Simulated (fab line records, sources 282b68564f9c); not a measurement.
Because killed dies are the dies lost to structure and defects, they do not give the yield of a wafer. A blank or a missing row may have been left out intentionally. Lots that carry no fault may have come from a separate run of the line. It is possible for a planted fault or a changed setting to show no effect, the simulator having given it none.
Which of the tools did it? ; flow rit-cmos ; 42 wafers from 14 lots sampled at 2 of the route's 202 steps

WHAT THE GAUGES SHOWED, per wafer
RIT_FOX2_THK_MEAS_91. Usual: FIELD_OXIDE_LEFT_2_THK typically reads 257 nm, with standard deviation 6.4.
lot;measured;on;FIELD_OXIDE_LEFT_2_THK (nm);flag
L467;day 2 12:31;film-metro-03;258 253 255;
L468;day 2 19:13;film-metro-04;260 258 257;
L469;day 2 21:45;film-metro-04;269 267 265;
L470;day 3 01:13;film-metro-04;260 263 265;
L475;day 4 08:56;film-metro-04;260 256 258;
L476;day 4 12:41;film-metro-03;244 249 246;
L477;day 4 16:07;film-metro-04;271 266 280;
L478;day 4 20:47;film-metro-01;251 246 251;
L480;day 5 03:24;film-metro-01;261 259 253;
L484;day 6 05:14;film-metro-04;255 252 259;
L486;day 6 12:05;film-metro-01;230 230 230;OFF
L487;day 6 17:28;film-metro-01;232 237 235;OFF
L489;day 7 09:13;film-metro-01;251 247 250;
L490;day 7 17:59;film-metro-03;252 254 254;

WHAT TOOL EACH LOT RAN ON (gives the tool, then ch and the chambers of the sampled wafers, and finally the start)
lot;RIT_GATE_CLEAN_04
L467;wet-bench-03 ch 0, day 2 12:29
L468;wet-bench-03 ch 3, day 2 19:11
L469;wet-bench-01 ch 1, day 2 21:43
L470;wet-bench-02 ch 1, day 3 01:10
L475;wet-bench-02 ch 2, day 4 08:54
L476;wet-bench-03 ch 0, day 4 12:40
L477;wet-bench-02 ch 0, day 4 16:04
L478;wet-bench-01 ch 3, day 4 20:44
L480;wet-bench-01 ch 3, day 5 03:22
L484;wet-bench-02 ch 1, day 6 05:13
L486;wet-bench-02 ch 0, day 6 12:02
L487;wet-bench-02 ch 3, day 6 17:27
L489;wet-bench-03 ch 0, day 7 09:11
L490;wet-bench-01 ch 0, day 7 17:57
- RIT_GATE_CLEAN_04: cleans in dHF, time 60 s.

AS READ BY THE TOOLS THEMSELVES (means over the sampled wafers that have a number; for cases with no such wafer, the mark the record gives instead)
RIT_GATE_CLEAN_04. Usual: run-length-s at 86.5 s, with a standard deviation of 2.2.
lot;tool;run-length-s (s);flag
L467;wet-bench-03;86.5;
L468;wet-bench-03;86.1;
L469;wet-bench-01;85.8;
L470;wet-bench-02;84.4;
L475;wet-bench-02;86.3;
L476;wet-bench-03;92.9;
L477;wet-bench-02;86.4;
L478;wet-bench-01;86.2;
L480;wet-bench-01;85.8;
L484;wet-bench-02;84.2;
L486;wet-bench-02;325.8;OFF
L487;wet-bench-02;328.3;OFF
L489;wet-bench-03;85.9;
L490;wet-bench-01;87.2;

THE ANSWER, worked out from the rows above alone
Rule: take the mean of a lot's wafers that have a number; if it is more than 3 standard deviations from the usual mean, the lot is off. A lot without any number at a reading at which 4 lots or more have one is off too. The other lots that the step has rows for count as sound. First the gauges in route order, then the tools' own readings, where a lot's mean is used as printed above. At the first step where some lot is off, the reading lying furthest off is the one used; lots without a number count as furthest.
Off: L486, L487, seen at RIT_FOX2_THK_MEAS_91 (FIELD_OXIDE_LEFT_2_THK).
A tool fits if, at a process step before that reading, it ran every lot that is off, and no sound lot after the first of them. The gauges at RIT_FOX2_THK_MEAS_91 aren't tried: what is off there is off at RIT_GATE_CLEAN_04 too, on other tools, and a gauge's error can't cause that. One fits: wet-bench-02 at RIT_GATE_CLEAN_04. A fault onset in the window from L484 (day 6 05:13, its last sound lot) to L486 (day 6 12:02, its first lot off) fits.
The tool's own readings at RIT_GATE_CLEAN_04 bear it out: on the lots that are off they differ by more than 5 times the standard deviation of the sound lots' means. run-length-s reads 327.1 s there against 86.5 s on the sound lots.

WHAT THE SIMULATOR PUT IN
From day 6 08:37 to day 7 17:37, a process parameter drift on wet-bench-02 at RIT_GATE_CLEAN_04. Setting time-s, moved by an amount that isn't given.
Shown lots that were struck: L486, L487. Same finding as the rule above.
